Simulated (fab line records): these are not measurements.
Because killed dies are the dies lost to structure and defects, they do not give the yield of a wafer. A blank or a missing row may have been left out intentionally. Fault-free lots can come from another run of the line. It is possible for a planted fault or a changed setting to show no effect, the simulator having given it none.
A struck lot beside a sound one -- flow berkeley cmos170 -- 14 out of 331 route steps
Sound: the wafers L158.1, L158.5, L158.6. Wafers struck: L162.2, L162.3, L162.4. At the end, the cause is stated.
Per side, at each step with rows, come the tool, then ch with its chambers, and then its first start. Under that, the readings that differ: sound wafers -- struck wafers -- difference of the means -- sigmas: that difference in standard deviations of wafers without a fault.
alike: words and numbers the same on both sides, and readings whose means are apart by under 2 such deviations; not compared: readings that were withheld, readings missing a value for some wafer, numbers with overlapping values and no deviation given by the record, and bounds like >300 which may hide the same value.
A row with sigmas, a row that says differs or no value, or rows on one side alone: a step with any of these is where the two part. Numbers that don't overlap but have no deviation are shown without sigmas and don't part them. Lack of a reading on every wafer of one side parts them only where that side has two or more wafers.

first, 1 step without rows for these wafers: UCB170_ACTIVE_DEVELOP_12 (develop time 45 s).
UCB170_ACTIVE_CD_MEAS_13 targets a cd of 1200 nm.
  sound: cd sem-01 at day 4 23:17; struck: cd sem-02 at day 5 18:35
  alike: cd nm
UCB170_ACTIVE_OVL_MEAS_14:
  sound: overlay-02 at day 4 23:25; struck: overlay-02 at day 5 18:41
  alike: ACTIVE_OVL
UCB170_ACTIVE_ETCH_15: etches Si3N4 in CH3F/Ar/O2, stops on SiO2, target depth 242 nm, time 151 s.
  sound on rie diel-04 ch 0,2,3, day 4 23:27; struck on rie diel-04 ch 0,1,3, day 5 18:43
  alike: drypump motor current A, oes product au, throttle valve pct
  not compared: rf hours counter h
UCB170_ACTIVE_STRIP_16: strips in O2.
  sound on plasma asher-02 ch 0,1, day 4 23:33; struck on plasma asher-02 ch 0,1, day 5 18:49
  alike: drypump motor current A, oes product au, strip time to endpoint s
  not compared: rf hours counter h
UCB170_ACTIVE_CD_MEAS_90 targets a cd of 1200 nm.
  sound: cd sem-01 at day 4 23:39; struck: cd sem-02 at day 5 18:56
  alike: cd nm
then, 6 steps without rows for these wafers: UCB170_ACTIVE_CLEAN_17 (cleans in SPM, time 600 s); UCB170_PFIELD_HMDS_00 (prime time 60 s); UCB170_PFIELD_COAT_01 (resist thk 900 nm); UCB170_PFIELD_SOFTBAKE_02 (time 60 s); UCB170_PFIELD_EXPOSE_03 (exposes mask PFIELD, target cd 1500 nm); UCB170_PFIELD_PEB_04.
UCB170_PFIELD_DEVELOP_05: develop time 45 s.
  sound on litho track-03 ch 0, day 5 00:00; struck on litho track-03, day 5 21:00
  no value came back on the struck wafers for chill plate temp C (C), develop time s (s); on the sound wafers chill plate temp C (C) reads 23.02 22.82 23.06
reading,sound,struck,difference,sigmas
model.KrF_of_PFIELD_COAT_01.thk nm (nm),885.8 887.2 888.5,900.2 901 900,+13.2,
UCB170_PFIELD_OVL_MEAS_06:
  sound: overlay-01 at day 5 00:58; struck: overlay-01 at day 5 21:26
reading,sound,struck,difference,sigmas
PFIELD_OVL (nm),2 2 6,- - -,no value on the struck wafers,

## WHERE THEY PART
At UCB170_PFIELD_DEVELOP_05 first; at UCB170_PFIELD_OVL_MEAS_06 last (within this record only).

WHY: what had been put in by the simulator
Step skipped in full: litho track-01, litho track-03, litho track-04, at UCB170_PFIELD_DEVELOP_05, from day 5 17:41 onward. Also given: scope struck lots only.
